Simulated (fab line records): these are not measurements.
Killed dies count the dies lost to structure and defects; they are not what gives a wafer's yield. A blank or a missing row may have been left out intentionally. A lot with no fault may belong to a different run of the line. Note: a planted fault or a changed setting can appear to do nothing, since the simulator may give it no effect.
Split-lot study + flow berkeley-cmos170 + 5 lots, 23 wafers read, on a route of 331 steps

## THE SPLIT ITSELF
At UCB170_PWELL_ETCH_14 (etches Si3N4 in CH3F/Ar/O2, stops on SiO2, target depth 242 nm, time 151 s), the setting time-s was moved away from the recipe's 151 s on 9 of the 23 wafers read, by -12.5% to +6.9%. This setting was run at the recipe's value on the other wafers.

Reading taken at the split's own step.

## THE READING
KrF_of_PWELL_COAT_08.thk-nm (the simulator's own value, which no gauge read), in nm, at UCB170_PWELL_ETCH_14 (etches Si3N4 in CH3F/Ar/O2, stops on SiO2, target depth 242 nm, time 151 s). The file does not state a usual value for it. Across the 14 wafers here that went through the recipe, the average is 724.6 nm and the standard deviation 1.7 nm.

| wafer  | tool, chamber at the split | time-s as run, s | against the recipe | KrF_of_PWELL_COAT_08.thk-nm, nm | against lot-mates on the recipe |
|--------|----------------------------|------------------|--------------------|---------------------------------|---------------------------------|
| L074.2 | rie-diel-01, 3             | 151              | recipe             | 723.4                           | -                               |
| L074.3 | rie-diel-01, 1             | 158.5            | +5.0%              | 714.5                           | -9.9                            |
| L074.4 | rie-diel-01, 0             | 151              | recipe             | 724.8                           | -                               |
| L074.5 | rie-diel-01, 2             | 151              | recipe             | 725.1                           | -                               |
| L074.6 | rie-diel-01, 3             | 158.5            | +5.0%              | 718.6                           | -5.8                            |
| L077.1 | rie-diel-04, 1             | 151              | recipe             | 727.4                           | -                               |
| L077.3 | rie-diel-04, 3             | 137.4            | -9.0%              | 740.2                           | +14.6                           |
| L077.4 | rie-diel-04, 0             | 151              | recipe             | 727.6                           | -                               |
| L077.5 | rie-diel-04, 2             | 151              | recipe             | 721.9                           | -                               |
| L077.6 | rie-diel-04, 1             | 137.4            | -9.0%              | 744.4                           | +18.8                           |
| L075.1 | rie-diel-03, 2             | 132.1            | -12.5%             | 743.8                           | +20.7                           |
| L075.2 | rie-diel-03, 3,0           | 151              | recipe             | 723.7                           | -                               |
| L075.5 | rie-diel-03, 3,0           | 151              | recipe             | 723.7                           | -                               |
| L075.4 | rie-diel-03, 1             | 151              | recipe             | 721.8                           | -                               |
| L075.6 | rie-diel-03, 3             | 132.1            | -12.5%             | 745.3                           | +22.2                           |
| L076.1 | rie-diel-01, 1             | 161.4            | +6.9%              | 709                             | -15.9                           |
| L076.2 | rie-diel-01, 3             | 161.4            | +6.9%              | 716.9                           | -8.0                            |
| L076.3 | rie-diel-01, 2             | 151              | recipe             | 724.6                           | -                               |
| L076.4 | rie-diel-01, 0             | 161.4            | +6.9%              | 711                             | -13.9                           |
| L076.5 | rie-diel-01, 1             | 151              | recipe             | 725.1                           | -                               |
| L080.1 | rie-diel-01, 3             | 151              | recipe             | 726.6                           | -                               |
| L080.2 | rie-diel-01, 1             | 151              | recipe             | 725.5                           | -                               |
| L080.6 | rie-diel-01, 1             | 151              | recipe             | 723.3                           | -                               |
Where a row lists several chambers, the file gives one row for several wafers and doesn't say which wafer went through which chamber.

THE FIT
A straight line over all 23 wafers: KrF_of_PWELL_COAT_08.thk-nm changes by -1.73 nm for each +1% of time-s; r = -0.97; the points scatter about the line by 2.3 nm.
The same after taking each lot's own level away (the mean of its wafers on the recipe; 23 wafers): -1.76 nm for each +1%; r = -0.98; scatter 2 nm.
On that fit, the largest move of time-s shifts the reading by 22 nm.
Across the lots, their own levels run from 723.07 to 725.63 nm, a range of 1.5 times the standard deviation given above.
Hence the lot-to-lot level has little effect on the slope; both slopes agree.
Check: for one of the wafers moved furthest among these (-12.5%), held out of the fit, the line's prediction against its lot-mates is +22.6 nm. It came out at +20.7 nm against them.

## ADDITIONAL SPLITS CARRIED BY THESE WAFERS
Other splits were also applied to these wafers ahead of the reading. Each is held against what the fit with the lots' levels taken away leaves over:
| other split on the same wafers        | wafers away from the commonest value | r with KrF_of_PWELL_COAT_08.thk-nm (lot level and that fit taken away) |
|---------------------------------------|--------------------------------------|------------------------------------------------------------------------|
| UCB170_START_OXIDATION_02 temp-c      | 10                                   | +0.01                                                                  |
| UCB170_NWELL_COAT_07 resist-thk-nm    | 8                                    | +0.19                                                                  |
| UCB170_NWELL_ETCH_13 over-etch-frac   | 7                                    | +0.12                                                                  |
| UCB170_PWELL_CVD_05 sih2cl2-flow-sccm | 15                                   | -0.07                                                                  |

## THE WHOLE CHAIN: every reading that the file lists as answering this split, in the file's order
| step                  | what it does                                                               | reading                                                                      | change (the file's fit)              | r (the file's) |
|-----------------------|----------------------------------------------------------------------------|------------------------------------------------------------------------------|--------------------------------------|----------------|
| UCB170_PWELL_ETCH_14  | etches Si3N4 in CH3F/Ar/O2, stops on SiO2, target depth 242 nm, time 151 s | KrF_of_PWELL_COAT_08.thk-nm (the simulator's own value, which no gauge read) | -1.76 nm for each +1% of the setting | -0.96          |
| UCB170_PWELL_STRIP_16 | strips in O2                                                               | strip-time-to-endpoint-s                                                     | withheld for each +1% of the setting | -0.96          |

## FILE'S OWN FIT
KrF_of_PWELL_COAT_08.thk-nm changes by -1.76 nm for each +1% of time-s, r = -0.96.
